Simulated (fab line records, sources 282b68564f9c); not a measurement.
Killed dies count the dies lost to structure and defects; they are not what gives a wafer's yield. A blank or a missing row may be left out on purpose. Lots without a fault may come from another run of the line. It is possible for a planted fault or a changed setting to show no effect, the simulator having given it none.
Check for tools in common ; flow ritCmos ; Lots sampled 16, wafers sampled 48

## THE REASON FOR OPENING IT
Of 16 lots, 4 have the reading NSD_OVL flagged at RIT_NSD_OVL_MEAS_06. Fault-free wafers read 0.2 nm, with a standard deviation of 1.3.
Rule: a lot is flagged in two cases, either no wafer of it has a number, or all its wafers with numbers fall more than 4 standard deviations from that mean. The rest of the lots are taken to be sound.

lot;measured;on;NSD_OVL (nm), wafer by wafer;flag
L660;day 3 05:46;overlay-01;1.7 -0.7 1.1;
L661;day 3 13:14;overlay-01;1.7 0.8 -0.7;
L662;day 3 19:22;overlay-02;1.3 2.4 3.1;
L664;day 4 02:46;overlay-01;0.1 1.6 -0.2;
L665;day 4 10:01;overlay-01;-0.2 0.2 -1.0;
L666;day 4 15:14;overlay-01;-0.5 -0.9 0.2;
L667;day 4 17:38;overlay-01;-1.4 -1.5 0.8;
L668;day 4 21:49;overlay-01;-0.1 0.5 -2.1;
L669;day 5 06:26;overlay-01;-1.5 -0.8 -2.0;
L670;day 5 08:16;overlay-01;-0.9 -0.2 -0.4;
L672;day 5 20:19;overlay-01;-0.9 -1.3 -0.7;
L674;day 6 02:58;overlay-02;421.7 420.2 422.2;FLAGGED
L676;day 6 13:23;overlay-02;420.5 418.9 420.7;FLAGGED
L677;day 7 01:22;overlay-02;419.9 420.2 421.4;FLAGGED
L678;day 7 05:55;overlay-01;418.1 419.4 419.0;FLAGGED
L682;day 8 04:02;overlay-02;0.3 2.9 1.3;
Flagged lots average 420.2 nm: +420.0 nm relative to the usual, that is +99 or more standard deviations.

## TOOL THAT RAN EACH LOT
The record holds 1 process step before the reading, out of a route of 202 steps. Each cell gives the tool, then ch followed by the chambers the sampled wafers passed through, then the start.
lot;flag;RIT_NSD_EXPOSE_03
L660;;ilineStepper-01 ch 0, day 3 05:25
L661;;ilineStepper-01 ch 0, day 3 12:50
L662;;ilineStepper-01 ch 0, day 3 18:59
L664;;ilineStepper-02 ch 0, day 4 02:21
L665;;ilineStepper-02 ch 0, day 4 09:37
L666;;ilineStepper-01 ch 0, day 4 14:50
L667;;ilineStepper-01 ch 0, day 4 17:15
L668;;ilineStepper-02 ch 0, day 4 21:26
L669;;ilineStepper-02 ch 0, day 5 06:02
L670;;ilineStepper-02 ch 0, day 5 07:52
L672;;ilineStepper-01 ch 0, day 5 19:55
L674;FLAGGED;ilineStepper-02 ch 0, day 6 02:28
L676;FLAGGED;ilineStepper-02 ch 0, day 6 12:59
L677;FLAGGED;ilineStepper-02 ch 0, day 7 00:58
L678;FLAGGED;ilineStepper-02 ch 0, day 7 05:31
L682;;ilineStepper-01 ch 0, day 8 03:38
What is done by these steps:
- RIT_NSD_EXPOSE_03: exposes mask M9, target cd 40700 nm.
- RIT_NSD_OVL_MEAS_06

## FLAGGED AGAINST TOTAL, ONE TOOL AT A TIME (gauges that did the reading follow at the end)
step;tool;lots run;flagged;share of the flagged lots;sound lots run after its first flagged lot
RIT_NSD_EXPOSE_03;ilineStepper-01;7;0;none;-
RIT_NSD_EXPOSE_03;ilineStepper-02;9;4;all;0
RIT_NSD_OVL_MEAS_06;overlay-01;11;1;some;0
RIT_NSD_OVL_MEAS_06;overlay-02;5;3;some;1 (L682)

## THE TABLE: WHAT IT ALLOWS
Rows of the table that ran each flagged lot: 1, that is ilineStepper-02 at RIT_NSD_EXPOSE_03.
- ilineStepper-02 at RIT_NSD_EXPOSE_03: 4 of its 9 lots flagged. It ran its last sound lot, L670, at day 5 07:52 and its first flagged lot, L674, at day 6 02:28: a fault with its onset between the two fits.
What remains is a single tool, ilineStepper-02 at RIT_NSD_EXPOSE_03.

## WHAT WAS PUT IN BY THE SIMULATOR
Scanner matching overlay: ilineStepper-02, from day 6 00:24 on, at RIT_NSD_EXPOSE_03. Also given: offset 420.
Struck lots among those shown: L674, L676, L677, L678. The same result came from the rule above.
